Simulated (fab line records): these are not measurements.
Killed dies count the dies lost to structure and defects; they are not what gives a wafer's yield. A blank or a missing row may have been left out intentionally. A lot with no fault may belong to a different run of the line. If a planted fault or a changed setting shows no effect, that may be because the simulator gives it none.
The tool behind it: which one?	flow berkeley_cmos170	15 lots, 45 wafers sampled, at 4 steps of a route of 331

WHAT THE GAUGES SHOWED, per wafer
UCB170_CONTACT_THK_MEAS_02. Usual: CONTACT_PSG_THK gives 700 nm (standard deviation 7.2).
lot	measured	on	CONTACT_PSG_THK (nm)	flag
L291	day 7 05:04	film_metro-03	699 698 700	
L290	day 7 05:04	film_metro-02	713 714 718	
L292	day 7 09:04	film_metro-01	696 703 697	
L294	day 7 17:17	film_metro-01	696 698 696	
L293	day 7 17:28	film_metro-03	701 704 703	
L295	day 8 04:13	film_metro-01	697 696 691	
L296	day 8 04:13	film_metro-03	691 693 699	
L298	day 8 22:56	film_metro-03	696 698 698	
L297	day 8 22:56	film_metro-01	705 711 703	
L299	day 9 02:07	film_metro-03	701 704 703	
L302	day 9 14:06	film_metro-01	699 701 706	
L308	day 10 20:53	film_metro-03	579 577 586	OFF
L309	day 10 20:53	film_metro-01	578 578 575	OFF
L307	day 10 20:55	film_metro-02	580 577 582	OFF
L310	day 10 22:41	film_metro-01	566 565 561	OFF

EACH LOT AND THE TOOL THAT RAN IT (in order: tool; ch and the chambers of the sampled wafers; start)
lot	UCB170_BACKSIDE_STRIP_03	UCB170_SDANNEAL_RTA_00	UCB170_CONTACT_CVD_01
L291	plasma_asher-02 ch 0,1, day 7 01:22	rtp_anneal-01 ch 0, day 7 01:40	lpcvd-01 ch 0, day 7 03:16
L290	plasma_asher-01 ch 0,1, day 7 01:39	rtp_anneal-01 ch 0, day 7 01:55	lpcvd-01 ch 1, day 7 03:16
L292	plasma_asher-01 ch 0,1, day 7 05:51	rtp_anneal-01 ch 0, day 7 06:08	lpcvd-02 ch 1, day 7 07:17
L294	plasma_asher-02 ch 0,1, day 7 14:00	rtp_anneal-02 ch 0, day 7 14:17	lpcvd-01 ch 0, day 7 15:29
L293	plasma_asher-04 ch 0,1, day 7 14:04	rtp_anneal-01 ch 0, day 7 14:20	lpcvd-02 ch 0, day 7 15:41
L295	plasma_asher-02 ch 0, day 7 22:46	rtp_anneal-02 ch 0, day 7 23:11	lpcvd-02 ch 1, day 8 02:25
L296	plasma_asher-01 ch 0,1, day 7 23:20	rtp_anneal-01 ch 0, day 7 23:41	lpcvd-02 ch 1, day 8 02:25
L298	plasma_asher-04 ch 0,1, day 8 17:11	rtp_anneal-01 ch 0, day 8 17:28	lpcvd-02 ch 0, day 8 21:09
L297	plasma_asher-04 ch 0,1, day 8 18:01	rtp_anneal-02 ch 0, day 8 18:17	lpcvd-02 ch 0, day 8 21:09
L299	plasma_asher-01 ch 0,1, day 8 22:46	rtp_anneal-01 ch 0, day 8 23:02	lpcvd-02 ch 1, day 9 00:20
L302	plasma_asher-02 ch 0,1, day 9 10:53	rtp_anneal-02 ch 0, day 9 11:10	lpcvd-02 ch 0, day 9 12:17
L308	plasma_asher-04 ch 0,1, day 10 15:56	rtp_anneal-02 ch 0, day 10 16:14	lpcvd-02 ch 1, day 10 19:06
L309	plasma_asher-04 ch 0,1, day 10 16:13	rtp_anneal-02 ch 0, day 10 16:30	lpcvd-02 ch 1, day 10 19:06
L307	plasma_asher-02 ch 0,1, day 10 16:19	rtp_anneal-02 ch 0, day 10 16:40	lpcvd-02 ch 1, day 10 19:06
L310	plasma_asher-04 ch 0,1, day 10 18:36	rtp_anneal-02 ch 0, day 10 18:52	lpcvd-02 ch 0, day 10 20:53
- UCB170_BACKSIDE_STRIP_03: strips in O2.
- UCB170_SDANNEAL_RTA_00: time 10 s.
- UCB170_CONTACT_CVD_01: deposits PSG from SiH4/O2/PH3, target thk 700 nm, time 2820 s.

WHAT THE TOOLS THEMSELVES READ (means of the sampled wafers that have a number; where no wafer has one, the mark that the record gives instead)
UCB170_BACKSIDE_STRIP_03. Usual: drypump_motor_current_A 5.71 A, standard deviation 0.26; oes_product_au 0.734 a.u., standard deviation 0.0046; strip_time_to_endpoint_s 21.98 s, standard deviation 0.095.
lot	tool	drypump_motor_current_A (A)	oes_product_au (a.u.)	strip_time_to_endpoint_s (s)	flag
L291	plasma_asher-02	5.51	0.733	22.05	
L290	plasma_asher-01	5.47	0.740	22.15	
L292	plasma_asher-01	5.52	0.729	21.89	
L294	plasma_asher-02	5.68	0.731	22.06	
L293	plasma_asher-04	5.95	0.733	21.92	
L295	plasma_asher-02	5.39	0.737	22.02	
L296	plasma_asher-01	5.52	0.728	22.05	
L298	plasma_asher-04	5.94	0.733	21.99	
L297	plasma_asher-04	5.94	0.734	21.81	
L299	plasma_asher-01	5.53	0.735	21.98	
L302	plasma_asher-02	5.67	0.735	21.88	
L308	plasma_asher-04	5.96	0.729	22.06	
L309	plasma_asher-04	6.02	0.735	21.99	
L307	plasma_asher-02	5.53	0.731	22.00	
L310	plasma_asher-04	6.02	0.732	21.93	

UCB170_SDANNEAL_RTA_00. Usual: lamp_power_pct 22.8 %, standard deviation 1.9; wafer_temp_C_max 903.8, standard deviation 0.77.
lot	tool	lamp_power_pct (%)	wafer_temp_C_max	flag
L291	rtp_anneal-01	21.1	902.8	
L290	rtp_anneal-01	21.1	903.8	
L292	rtp_anneal-01	21.1	903.7	
L294	rtp_anneal-02	24.9	904.1	
L293	rtp_anneal-01	21.1	903.7	
L295	rtp_anneal-02	24.9	905.3	
L296	rtp_anneal-01	21.1	903.7	
L298	rtp_anneal-01	21.1	903.8	
L297	rtp_anneal-02	24.9	904.3	
L299	rtp_anneal-01	21.1	903.2	
L302	rtp_anneal-02	24.9	904.4	
L308	rtp_anneal-02	24.9	903.7	
L309	rtp_anneal-02	24.9	903.2	
L307	rtp_anneal-02	24.9	903.6	
L310	rtp_anneal-02	24.9	904.0	

UCB170_CONTACT_CVD_01. Usual: sih4_flow_sccm 60.03 sccm, standard deviation 0.16; spike_tc_centre_C 452.1 C, standard deviation 1.2; spike_tc_source_C 468.7 C, standard deviation 2.8; susceptor_temp_C 449.98 C, standard deviation 0.25.
lot	tool	sih4_flow_sccm (sccm)	spike_tc_centre_C (C)	spike_tc_source_C (C)	susceptor_temp_C (C)	flag
L291	lpcvd-01	60.03	454.5	470.1	449.71	
L290	lpcvd-01	60.12	451.9	464.3	449.95	
L292	lpcvd-02	59.98	451.8	470.8	450.05	
L294	lpcvd-01	59.98	454.8	470.4	450.15	
L293	lpcvd-02	59.85	450.6	468.5	450.04	
L295	lpcvd-02	59.99	452.1	471.1	450.07	
L296	lpcvd-02	59.95	451.2	470.9	450.25	
L298	lpcvd-02	60.06	452.5	468.6	449.90	
L297	lpcvd-02	60.08	452.7	469.1	449.69	
L299	lpcvd-02	60.11	451.5	470.4	449.94	
L302	lpcvd-02	60.25	451.8	469.3	449.91	
L308	lpcvd-02	30.05	452.6	471.0	449.77	OFF
L309	lpcvd-02	30.07	451.8	470.7	450.14	OFF
L307	lpcvd-02	29.91	451.7	470.4	449.96	OFF
L310	lpcvd-02	29.99	452.0	468.6	450.14	OFF

THE ANSWER, worked out from the rows above alone
Rule: a lot counts as off when the mean over its wafers that have a number is more than 3 standard deviations away from the usual mean. Also off: a lot with no number at a reading for which 4 or more lots have one. Where the step has rows for the other lots, those lots are counted as sound. First the gauges in route order, then the tools' own readings, where a lot's mean is used as printed above. The first step at which some lot is off is used, and at that step the reading that is off furthest; a lot without a number counts as furthest.
Off: L308, L309, L307, L310, seen at UCB170_CONTACT_THK_MEAS_02 (CONTACT_PSG_THK).
A tool fits if, at a process step before that reading, it ran every lot that is off, and no sound lot after the first of them. The gauges at UCB170_CONTACT_THK_MEAS_02 aren't tried: what is off there is off at UCB170_CONTACT_CVD_01 too, on other tools, and a gauge's error can't cause that. 2 tools fit, rtp_anneal-02 at UCB170_SDANNEAL_RTA_00 and lpcvd-02 at UCB170_CONTACT_CVD_01, so this cannot tell which one it is.

WHAT THE SIMULATOR HAD INSERTED
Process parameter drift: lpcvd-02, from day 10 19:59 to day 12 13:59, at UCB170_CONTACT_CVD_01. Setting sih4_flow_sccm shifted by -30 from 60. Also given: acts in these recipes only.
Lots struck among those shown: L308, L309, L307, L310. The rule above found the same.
